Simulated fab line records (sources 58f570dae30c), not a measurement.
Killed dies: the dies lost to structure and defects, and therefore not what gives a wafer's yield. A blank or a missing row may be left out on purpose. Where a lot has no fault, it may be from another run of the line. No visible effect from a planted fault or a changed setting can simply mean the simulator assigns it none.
Which of the tools did it? || flow berkeleyCmos170 || 11 lots with 33 wafers sampled at 2 steps, on a route of 331 steps

== WHAT THE GAUGES READ, wafer by wafer ==
The record lacks any reading of a measuring or inspecting step that a usual standard deviation could be used to judge.

== WHICH TOOL RAN EACH LOT (tool, then ch and the chambers of the sampled wafers, then the start) ==
{"lot": "L718", "UCB170_NWELL_ETCH_13": "rieDiel-01 ch 2,3, day 3 20:48", "UCB170_NWELL_STRIP_15": "plasmaAsher-01 ch 0,1, day 3 21:05"}
{"lot": "L724", "UCB170_NWELL_ETCH_13": "rieDiel-04 ch 0,2,3, day 5 08:01", "UCB170_NWELL_STRIP_15": "plasmaAsher-01 ch 0,1, day 5 08:16"}
{"lot": "L725", "UCB170_NWELL_ETCH_13": "rieDiel-03 ch 1,3, day 5 08:08", "UCB170_NWELL_STRIP_15": "plasmaAsher-03 ch 0,1, day 5 08:23"}
{"lot": "L727", "UCB170_NWELL_ETCH_13": "rieDiel-03 ch 1,3, day 5 18:41", "UCB170_NWELL_STRIP_15": "plasmaAsher-02 ch 0,1, day 5 18:56"}
{"lot": "L728", "UCB170_NWELL_ETCH_13": "rieDiel-04 ch 0,1,3, day 6 03:17", "UCB170_NWELL_STRIP_15": "plasmaAsher-01 ch 0,1, day 6 03:34"}
{"lot": "L731", "UCB170_NWELL_ETCH_13": "rieDiel-01 ch 0,1,3, day 6 10:10", "UCB170_NWELL_STRIP_15": "plasmaAsher-01 ch 1, day 6 10:25"}
{"lot": "L730", "UCB170_NWELL_ETCH_13": "rieDiel-04 ch 2,3, day 6 11:01", "UCB170_NWELL_STRIP_15": "plasmaAsher-03 ch 0,1, day 6 11:17"}
{"lot": "L732", "UCB170_NWELL_ETCH_13": "rieDiel-01 ch 0,1, day 6 14:52", "UCB170_NWELL_STRIP_15": "plasmaAsher-01 ch 0,1, day 6 15:07"}
{"lot": "L733", "UCB170_NWELL_ETCH_13": "rieDiel-01 ch 0,3, day 6 17:57", "UCB170_NWELL_STRIP_15": "plasmaAsher-01 ch 0,1, day 6 18:14"}
{"lot": "L734", "UCB170_NWELL_ETCH_13": "rieDiel-03 ch 0,2,3, day 6 18:11", "UCB170_NWELL_STRIP_15": "plasmaAsher-03 ch 0,1, day 6 18:29"}
{"lot": "L735", "UCB170_NWELL_ETCH_13": "rieDiel-04 ch 0,2,3, day 7 03:20", "UCB170_NWELL_STRIP_15": "plasmaAsher-03 ch 0, day 7 03:35"}
- UCB170_NWELL_ETCH_13: etches Si3N4 in CH3F/Ar/O2, stops on SiO2, target depth 246.4 nm, time 154 s.
- UCB170_NWELL_STRIP_15: strips in O2.

== WHAT THE TOOLS THEMSELVES READ (means of the sampled wafers that have a number; where no wafer has one, the mark that the record gives instead) ==
UCB170_NWELL_ETCH_13.
{"lot": "L718", "tool": "rieDiel-01", "drypumpMotorCurrentA (A)": 5.7, "oesProductAu (a.u.)": 0.872, "throttleValvePct (%)": 7.90}
{"lot": "L724", "tool": "rieDiel-04", "drypumpMotorCurrentA (A)": 5.9, "oesProductAu (a.u.)": 0.942, "throttleValvePct (%)": 8.03}
{"lot": "L725", "tool": "rieDiel-03", "drypumpMotorCurrentA (A)": 6.2, "oesProductAu (a.u.)": 0.957, "throttleValvePct (%)": 7.90}
{"lot": "L727", "tool": "rieDiel-03", "drypumpMotorCurrentA (A)": 6.2, "oesProductAu (a.u.)": 0.944, "throttleValvePct (%)": 7.90}
{"lot": "L728", "tool": "rieDiel-04", "drypumpMotorCurrentA (A)": 5.7, "oesProductAu (a.u.)": 0.936, "throttleValvePct (%)": 8.08}
{"lot": "L731", "tool": "rieDiel-01", "drypumpMotorCurrentA (A)": 5.5, "oesProductAu (a.u.)": 0.930, "throttleValvePct (%)": 7.96}
{"lot": "L730", "tool": "rieDiel-04", "drypumpMotorCurrentA (A)": 5.5, "oesProductAu (a.u.)": 0.943, "throttleValvePct (%)": 8.00}
{"lot": "L732", "tool": "rieDiel-01", "drypumpMotorCurrentA (A)": 5.7, "oesProductAu (a.u.)": 0.925, "throttleValvePct (%)": 8.09}
{"lot": "L733", "tool": "rieDiel-01", "drypumpMotorCurrentA (A)": 5.3, "oesProductAu (a.u.)": 0.945, "throttleValvePct (%)": 7.96}
{"lot": "L734", "tool": "rieDiel-03", "drypumpMotorCurrentA (A)": 5.8, "oesProductAu (a.u.)": 0.941, "throttleValvePct (%)": 8.07}
{"lot": "L735", "tool": "rieDiel-04", "drypumpMotorCurrentA (A)": 6.0, "oesProductAu (a.u.)": 0.943, "throttleValvePct (%)": 8.03}

UCB170_NWELL_STRIP_15.
{"lot": "L718", "tool": "plasmaAsher-01", "drypumpMotorCurrentA (A)": 5.9, "oesProductAu (a.u.)": 0.726, "stripTimeToEndpointS (s)": 18.76}
{"lot": "L724", "tool": "plasmaAsher-01", "drypumpMotorCurrentA (A)": 6.0, "oesProductAu (a.u.)": 0.724, "stripTimeToEndpointS (s)": 17.97}
{"lot": "L725", "tool": "plasmaAsher-03", "drypumpMotorCurrentA (A)": 5.2, "oesProductAu (a.u.)": 0.720, "stripTimeToEndpointS (s)": 18.12}
{"lot": "L727", "tool": "plasmaAsher-02", "drypumpMotorCurrentA (A)": 5.0, "oesProductAu (a.u.)": 0.718, "stripTimeToEndpointS (s)": 18.02}
{"lot": "L728", "tool": "plasmaAsher-01", "drypumpMotorCurrentA (A)": 6.0, "oesProductAu (a.u.)": 0.720, "stripTimeToEndpointS (s)": 18.03}
{"lot": "L731", "tool": "plasmaAsher-01", "drypumpMotorCurrentA (A)": 6.5, "oesProductAu (a.u.)": 0.722, "stripTimeToEndpointS (s)": 17.92}
{"lot": "L730", "tool": "plasmaAsher-03", "drypumpMotorCurrentA (A)": 5.2, "oesProductAu (a.u.)": 0.724, "stripTimeToEndpointS (s)": 18.13}
{"lot": "L732", "tool": "plasmaAsher-01", "drypumpMotorCurrentA (A)": 6.2, "oesProductAu (a.u.)": 0.718, "stripTimeToEndpointS (s)": 17.96}
{"lot": "L733", "tool": "plasmaAsher-01", "drypumpMotorCurrentA (A)": 5.9, "oesProductAu (a.u.)": 0.724, "stripTimeToEndpointS (s)": 18.02}
{"lot": "L734", "tool": "plasmaAsher-03", "drypumpMotorCurrentA (A)": 5.3, "oesProductAu (a.u.)": 0.718, "stripTimeToEndpointS (s)": 18.00}
{"lot": "L735", "tool": "plasmaAsher-03", "drypumpMotorCurrentA (A)": 5.3, "oesProductAu (a.u.)": 0.721, "stripTimeToEndpointS (s)": 18.01}

== THE ANSWER, worked out from the rows above alone ==
Rule: what is usual is taken from the lots themselves. The widest of any qualifying gaps counts: lots, ordered by their means at a reading, are off when they make up no more than a third of the lots, leave a main group of 4 or more, and stand apart from it by 3 or more times the standard deviation of that group's means. Not used: any main group whose means are identical at the precision the tables above print for the reading. Also off: a lot with no number at a reading for which 4 or more lots have one. Any other lot the step has rows for is counted as sound. First the gauges in route order, then the tools' own readings, where a lot's mean is used as printed above. The first step at which some lot is off is used, and at that step the reading that is off furthest; a lot without a number counts as furthest.
Off: L718 (UCB170_NWELL_ETCH_13, oesProductAu). For the main group the mean is 0.941 a.u. and the standard deviation 0.0083.
If a tool, at that step or one of the process steps before it, ran each lot that is off and ran no sound lot following the first of them, it fits. Of those tried, none fits.

== WHAT THE SIMULATOR PUT IN ==
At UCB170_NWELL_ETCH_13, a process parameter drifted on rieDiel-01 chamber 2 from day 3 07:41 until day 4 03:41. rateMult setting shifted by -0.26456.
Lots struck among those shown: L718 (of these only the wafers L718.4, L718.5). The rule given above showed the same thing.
